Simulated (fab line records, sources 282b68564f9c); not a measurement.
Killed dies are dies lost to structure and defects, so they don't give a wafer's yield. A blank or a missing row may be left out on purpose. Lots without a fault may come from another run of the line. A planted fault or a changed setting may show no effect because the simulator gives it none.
fab line records | flow rit_cmos
record lots=7 wafers=21 last_day=7
route steps=202 shown NWELL@30 PWELL@39 M1@202
lots that met no fault: from a run of the same line without faults
start_h: hours from the record's first day to the start of the lot's first wafer shown | wait_h: hours since the lot's step before | " the same as in the row above | L1.1+2: a row that stands for several wafers | - no value, or no start given | * or withheld: withheld | < > ~ a bound
route shown NAME@n: a module of which the file shows steps, and the number in the route of the first | usual: mean/standard deviation of fault-free wafers | same: alike in all rows | chamber/n: place in a boat | sites: the reading at each site | _std_site: their standard deviation | _edge_site: outer sites' mean less inner sites' | radius_mm: how far each site lies from the wafer's centre | mask NAME#n: copy n | behind: the tool/chamber that last shaped the wafer | hold: why the lot was held/for how many hours/how that ended | device: the transistor (n, p or np) that didn't switch | end of line: the same wafers' tests at the end of the route | a step without rows: its recipe alone | killed: dies lost to structure and defects at the first sort, not the wafer's yield | map: a wafer's dies, x killed, . not, _ none there
set.NAME: the setting as run; set.NAME@STEP: as run at that earlier step | model.NAME: the simulator's own value behind a step, which no gauge read
lots at some steps of the route; a table a step, a row a wafer
services: from which hour (start_h, from the record's first day; less than 0 if before it) a tool's chamber was out of use, for how many hours, and why
## steps
# step RIT_NWELL_SOFTBAKE_02
# recipe resist=NOVOLAK temp_c=90 time_s=60
# step RIT_NWELL_EXPOSE_03
# recipe mask_id=M2 na=0.57 target_cd_nm=43900 dose_mj=250
# step RIT_NWELL_PEB_04
# recipe resist=NOVOLAK temp_c=withheld time_s=withheld
# step RIT_NWELL_DEVELOP_05
# recipe resist=NOVOLAK develop_time_s=68 dev_temp_c=23
# step RIT_NWELL_OVL_MEAS_06
# usual NWELL_OVL=0.9/1.2
# columns lot.wafer tool chamber start_h wait_h NWELL_OVL[nm]
L699.1 overlay-01 - 26.56 - 2.2
L699.2 " - " " 2.4
L699.4 " - " " 3.1
L703.3 overlay-02 - 45.32 - -0.6
L703.5 " - " " -0.5
L703.6 " - " " -1.3
L707.2 overlay-01 - 65.70 - -1.7
L707.3 " - " " -0.1
L707.5 " - " " -0.6
L712.2 overlay-01 - 90.70 - -0.4
L712.3 " - " " -1.3
L712.5 " - " " 1.3
L714.2 overlay-01 - 101.96 - 1.1
L714.3 " - " " -0.9
L714.5 " - " " -0.1
L718.3 overlay-02 - 120.34 - 0.3
L718.4 " - " " -0.9
L718.5 " - " " 0.5
L719.2 overlay-01 - 126.81 - 1.7
L719.4 " - " " 1.6
L719.5 " - " " 2.4
# step RIT_NWELL_HARDBAKE_07
# recipe resist=NOVOLAK temp_c=140 time_s=120
# step RIT_NWELL_IMPLANT_08
# recipe species=P energy_kev=170 dose_cm2=4.926e+13 tilt_deg=7
# step RIT_NWELL_STRIP_09
# recipe chemistry=O2 time_s=180 resist=NOVOLAK platen_temp_c=withheld power_w=500 pressure_mtorr=4000 o2_flow_sccm=4000
# usual drypump_motor_current_A=5.7/0.61 rf_refl_power_W=5.8/1.3
# columns lot.wafer tool chamber start_h wait_h drypump_motor_current_A rf_hours_counter_h rf_refl_power_W
L699.1 plasma_asher-04 0 26.99 0.1 5.8 35 3.7
L699.2 " 1 " " 6.4 35 8.2
L699.4 " 0 " " 5.9 - 4.0
L703.3 plasma_asher-04 1 45.80 0.1 6.4 - 7.9
L703.5 " 1 " " 6.4 - 7.8
L703.6 " 0 " " 5.9 - 4.5
L707.2 plasma_asher-02 0 66.13 0.1 5.1 28 5.5
L707.3 " 0 " " 5.1 - 5.6
L707.5 " 1 " " 4.9 - 5.5
L712.2 plasma_asher-02 1 91.13 0.1 4.9 31 5.1
L712.3 " 0 " " 5.1 - 5.4
L712.5 " 1 " " 4.9 - 5.1
L714.2 plasma_asher-04 1 102.39 0.1 6.4 43 8.2
L714.3 " 1 " " 6.4 - 7.8
L714.5 " 0 " " 5.9 - 4.2
L718.3 plasma_asher-01 1 120.82 0.1 5.2 - 5.1
L718.4 " 0 " " 6.4 - 6.7
L718.5 " 1 " " 5.2 - 5.3
L719.2 plasma_asher-04 1 127.24 0.1 6.4 46 8.1
L719.4 " 1 " " 6.4 - 8.1
L719.5 " 0 " " 5.9 - 3.9
# step RIT_NWELL_TW_MEAS_10
# usual NWELL_TW=2158/11
# columns lot.wafer tool chamber start_h wait_h NWELL_TW
L699.1 film_metro-03 - 27.17 0.1 2166
L699.2 " - " " 2179
L699.4 " - " " 2167
L703.3 film_metro-01 - 45.94 0.1 2155
L703.5 " - " " 2164
L703.6 " - " " 2155
L707.2 film_metro-04 - 66.31 0.1 2129
L707.3 " - " " 2133
L707.5 " - " " 2149
L712.2 film_metro-03 - 91.31 0.1 2145
L712.3 " - " " 2145
L712.5 " - " " 2146
L714.2 film_metro-01 - 102.57 0.1 2177
L714.3 " - " " 2164
L714.5 " - " " 2162
L718.3 film_metro-04 - 120.96 0.1 2155
L718.4 " - " " 2154
L718.5 " - " " 2155
L719.2 film_metro-04 - 127.42 0.1 2169
L719.4 " - " " 2159
L719.5 " - " " 2150
# step RIT_PWELL_HMDS_00
# recipe prime_time_s=60 prime_temp_c=140
# step RIT_PWELL_COAT_01
# recipe resist=NOVOLAK spin_rpm=2000 resist_thk_nm=1300
# step RIT_PWELL_SOFTBAKE_02
# recipe resist=NOVOLAK temp_c=90 time_s=60
# step RIT_PWELL_EXPOSE_03
# recipe mask_id=M3 na=0.57 target_cd_nm=43700 dose_mj=250
# usual reticle_temp_C=22.99/0.11 stage_vel_mm_s=500.03/0.24
# columns lot.wafer tool chamber start_h wait_h mask reticle_temp_C stage_vel_mm_s model.PWELL.overlay_x_nm
L699.1 iline_stepper-01 0 27.68 0.1 M3#0 23.06 500.25 -0.7055
L699.2 " 0 " " M3#0 22.88 500.35 -0.7055
L699.4 " 0 " " M3#0 23.12 500.18 -0.7055
L703.3 iline_stepper-01 0 46.59 0.2 M3#0 22.92 500.18 -0.1032
L703.5 " 0 " " M3#0 22.87 500.26 -0.1032
L703.6 " 0 " " M3#0 22.87 499.92 -0.1032
L707.2 iline_stepper-02 0 66.83 0.1 M3#0 22.85 500.07 -0.779
L707.3 " 0 " " M3#0 23.06 500.17 -0.779
L707.5 " 0 " " M3#0 22.90 499.63 -0.779
L712.2 iline_stepper-01 0 91.83 0.1 M3#0 23.14 500.03 0.2858
L712.3 " 0 " " M3#0 22.99 500.04 0.2858
L712.5 " 0 " " M3#0 23.21 500.16 0.2858
L714.2 iline_stepper-02 0 103.11 0.1 M3#0 22.99 499.89 359.9
L714.3 " 0 " " M3#0 22.99 499.93 359.9
L714.5 " 0 " " M3#0 23.14 500.31 359.9
L718.3 iline_stepper-02 0 121.62 0.2 M3#0 22.97 500.21 358.9
L718.4 " 0 " " M3#0 22.87 500.26 358.9
L718.5 " 0 " " M3#0 23.02 500.18 358.9
L719.2 iline_stepper-02 0 127.94 0.1 M3#0 22.93 499.96 361.6
L719.4 " 0 " " M3#0 22.96 500.14 361.6
L719.5 " 0 " " M3#0 22.99 500.13 361.6
# step RIT_PWELL_PEB_04
# recipe resist=NOVOLAK temp_c=withheld time_s=withheld
# step RIT_PWELL_DEVELOP_05
# recipe resist=NOVOLAK develop_time_s=68 dev_temp_c=23
# step RIT_PWELL_OVL_MEAS_06
# usual PWELL_OVL=1.4/1.3
# columns lot.wafer tool chamber start_h wait_h PWELL_OVL[nm]
L699.1 overlay-02 - 28.11 - 1.1
L699.2 " - " " 2.3
L699.4 " - " " 0.4
L703.3 overlay-01 - 47.00 - 2.0
L703.5 " - " " 2.0
L703.6 " - " " 0.8
L707.2 overlay-02 - 67.28 - -1.2
L707.3 " - " " -1.2
L707.5 " - " " -0.2
L712.2 overlay-01 - 92.25 - 2.4
L712.3 " - " " 2.8
L712.5 " - " " 2.7
L714.2 overlay-02 - 103.53 - 362.5
L714.3 " - " " 361.7
L714.5 " - " " 360.2
L718.3 overlay-01 - 122.05 - 362.3
L718.4 " - " " 359.7
L718.5 " - " " 360.9
L719.2 overlay-01 - 128.39 - 361.5
L719.4 " - " " 363.5
L719.5 " - " " 362.2
# step RIT_PWELL_HARDBAKE_07
# recipe resist=NOVOLAK temp_c=140 time_s=120
# step RIT_M1_PROBE_99
# usual killed_at_M0_to_M3=0.0/0.12 killed_at_contacts=0.1/0.29 killed_at_front_end=7/3 killed_dies=7/3 killed_open=3.5/2 killed_short=3.4/2
# same gross_dies=264 killed_at_M4_up=0 killed_at_back_side=0 killed_at_other=0
# columns lot.wafer tool chamber start_h wait_h killed_at_M0_to_M3 killed_at_contacts killed_at_front_end killed_dies killed_open killed_short model.etest.well_edge_left.line_ohm_um model.etest.well_edge_right.line_ohm_um model.etest.iso_nwell_nwell.bv_v model.etest.iso_nplus_nwell.lateral_log10_a_um
L699.1 prober-02 - 62.48 0.1 0 0 12 12 4 8 184 185.2 22.56 -9.44
L699.2 prober-02 - 62.53 0.1 0 0 6 6 2 4 185.7 185.6 22.42 -9.415
L699.4 prober-02 - 62.63 0.2 0 0 5 5 2 3 184.2 186.8 22.23 -9.46
L703.3 prober-02 - 82.61 0.2 0 0 7 7 5 2 183.4 184.2 22.53 -9.444
L703.5 prober-02 - 82.71 0.2 0 0 4 4 2 2 184 185.4 22.28 -9.456
L703.6 prober-02 - 82.76 0.2 0 0 4 4 1 3 183.5 185 22.39 -9.424
L707.2 prober-02 - 102.65 0.1 0 0 7 7 4 3 185.6 185.9 22.35 -9.464
L707.3 prober-02 - 102.70 0.2 0 0 11 11 7 4 184.8 181.4 22.32 -9.424
L707.5 prober-02 - 102.80 0.2 0 0 9 9 6 3 183.7 187.1 22.26 -9.421
L712.2 prober-01 - 126.77 0.1 0 0 5 5 3 2 185.4 184.5 21.95 -9.485
L712.3 prober-01 - 126.82 0.2 0 0 15 15 10 5 182.8 183.1 21.84 -9.446
L712.5 prober-01 - 126.92 0.2 0 1 10 11 7 4 183.3 184.1 21.66 -9.462
L714.2 prober-01 - 137.64 0.1 0 0 10 10 5 5 220.2 165.4 19.82 -9.486
L714.3 prober-01 - 137.69 0.2 0 0 11 11 8 3 220.3 162.9 19.86 -9.551
L714.5 prober-01 - 137.79 0.2 0 0 3 3 3 0 221.7 164.1 19.25 -9.495
L718.3 prober-01 - 156.98 0.2 0 0 7 7 6 1 218.7 165 20.05 -9.529
L718.4 prober-01 - 157.03 0.2 0 0 12 12 7 5 219.1 162.9 20.29 -9.506
L718.5 prober-01 - 157.08 0.2 1 0 9 10 6 4 218.9 165.6 20.29 -9.513
L719.2 prober-02 - 163.47 0.1 0 0 8 8 5 3 217.8 164.7 20.39 -9.565
L719.4 prober-02 - 163.57 0.2 0 0 5 5 3 2 219.5 165.9 20.21 -9.512
L719.5 prober-02 - 163.62 0.2 0 0 1 1 0 1 221.7 166 20.34 -9.535
# killed by level:class
L699.1 REOX:geometric_particle:short=3 GATE:geometric_particle:open=2 SILICIDE:geometric_particle:short=2 FOX1:geometric_particle:short=1 FOX1:geometric_particle:open=1 FOX2:geometric_particle:open=1 FOX2:geometric_particle:short=1 GATE:geometric_particle:short=1
L699.2 FOX1:geometric_particle:short=1 GATE:geometric_particle:short=1 GATE:geometric_particle:open=1 REOX:geometric_particle:short=1 SPACER:geometric_particle:short=1 SILICIDE:geometric_particle:open=1
L699.4 FOX1:geometric_particle:short=1 FOX1:geometric_particle:open=1 GATE:geometric_particle:short=1 REOX:geometric_particle:short=1 SILICIDE:geometric_particle:open=1
L703.3 GATE:geometric_particle:open=2 FOX1:geometric_particle:open=1 GATE:geometric_particle:short=1 REOX:geometric_particle:open=1 REOX:geometric_particle:short=1 SPACER:geometric_particle:open=1
L703.5 FOX2:geometric_particle:open=1 GATE:geometric_particle:open=1 GATE:geometric_particle:short=1 REOX:geometric_particle:short=1
L703.6 GATE:geometric_particle:short=2 ACTIVE:geometric_particle:open=1 SPACER:geometric_particle:short=1
L707.2 SILICIDE:geometric_particle:short=3 SPACER:geometric_particle:open=2 SILICIDE:geometric_particle:open=2
L707.3 SILICIDE:geometric_particle:open=3 GATE:geometric_particle:open=2 GATE:geometric_particle:short=2 REOX:geometric_particle:open=2 SILICIDE:geometric_particle:short=2
L707.5 GATE:geometric_particle:open=2 SPACER:geometric_particle:short=2 SILICIDE:geometric_particle:open=2 FOX1:geometric_particle:open=1 FOX2:geometric_particle:open=1 FOX2:geometric_particle:short=1
L712.2 GATE:geometric_particle:open=2 REOX:geometric_particle:short=1 SILICIDE:geometric_particle:short=1 SILICIDE:geometric_particle:open=1
L712.3 GATE:geometric_particle:open=4 FOX1:geometric_particle:open=2 SPACER:geometric_particle:open=2 FOX1:geometric_particle:short=1 FOX2:geometric_particle:short=1 GATE:geometric_particle:short=1 REOX:geometric_particle:short=1 REOX:geometric_particle:open=1
L712.5 FOX1:geometric_particle:open=3 GATE:geometric_particle:open=2 GATE:geometric_particle:short=2 SILICIDE:geometric_particle:open=2 REOX:geometric_particle:short=1 CONTACT:geometric_particle:short=1
L714.2 GATE:geometric_particle:short=4 GATE:geometric_particle:open=3 REOX:geometric_particle:open=1 SPACER:geometric_particle:open=1 SILICIDE:geometric_particle:short=1
L714.3 FOX1:geometric_particle:open=5 GATE:geometric_particle:open=2 FOX1:geometric_particle:short=1 GATE:geometric_particle:short=1 REOX:geometric_particle:open=1 SILICIDE:geometric_particle:short=1
L714.5 GATE:geometric_particle:open=2 SPACER:geometric_particle:open=1
L718.3 GATE:geometric_particle:open=3 FOX1:geometric_particle:open=1 REOX:geometric_particle:open=1 SILICIDE:geometric_particle:open=1 STARTING-WAFER:geometric_particle:short=1
L718.4 GATE:geometric_particle:open=5 GATE:geometric_particle:short=4 FOX1:geometric_particle:open=1 SILICIDE:geometric_particle:short=1 SILICIDE:geometric_particle:open=1
L718.5 FOX1:geometric_particle:open=2 GATE:geometric_particle:open=2 REOX:geometric_particle:open=2 FOX1:geometric_particle:short=1 GATE:geometric_particle:short=1 SPACER:geometric_particle:short=1 M1:geometric_particle:short=1
L719.2 FOX1:geometric_particle:open=2 GATE:geometric_particle:open=2 GATE:geometric_particle:short=1 SPACER:geometric_particle:open=1 SILICIDE:geometric_particle:short=1 STARTING-WAFER:geometric_particle:short=1
L719.4 FOX1:geometric_particle:open=1 GATE:geometric_particle:open=1 REOX:geometric_particle:open=1 REOX:geometric_particle:short=1 SPACER:geometric_particle:short=1
L719.5 REOX:geometric_particle:short=1
## services
# columns tool chamber start_h hours kind
iline_stepper-01 - 33.92 3.8 repair
iline_stepper-02 - 43.42 1.7 pm
plasma_asher-02 - 106.27 1.4 repair
plasma_asher-01 - 108.75 9.0 pm
plasma_asher-01 0 108.75 9.0 vent_cycle
plasma_asher-01 1 108.75 9.0 vent_cycle
plasma_asher-01 0 117.75 - clean
plasma_asher-01 1 117.75 - clean
## key
first_sign step=RIT_PWELL_OVL_MEAS_06 reading=PWELL_OVL direction=up sigmas=99+ usual=1.4 struck=361.6
effect none on later readings
model_effect step=RIT_PWELL_EXPOSE_03 value=PWELL.overlay_x_nm without=0.1339 struck=360.1
model_effect step=RIT_M1_PROBE_99 value=etest.well_edge_left.line_ohm_um without=184.3 struck=219.8
met_at RIT_PWELL_EXPOSE_03
struck_wafers L714.2,L714.3,L714.5,L718.3,L718.4,L718.5,L719.2,L719.4,L719.5
tester_left_out L714,L718,L719
onset_between 66.83 103.11
also_fits time
fault kind=scanner_matching_overlay tool=iline_stepper-02 chamber=- onset_h=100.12 steps=RIT_PWELL_EXPOSE_03 offset=360
# tester_left_out: of these lots the tester's yield and bins aren't shown, on N5 and GAA mostly nor the transistor test; their killed dies are dies lost to structure and defects alone, not to doping, threshold or leakage, so they don't give the yield
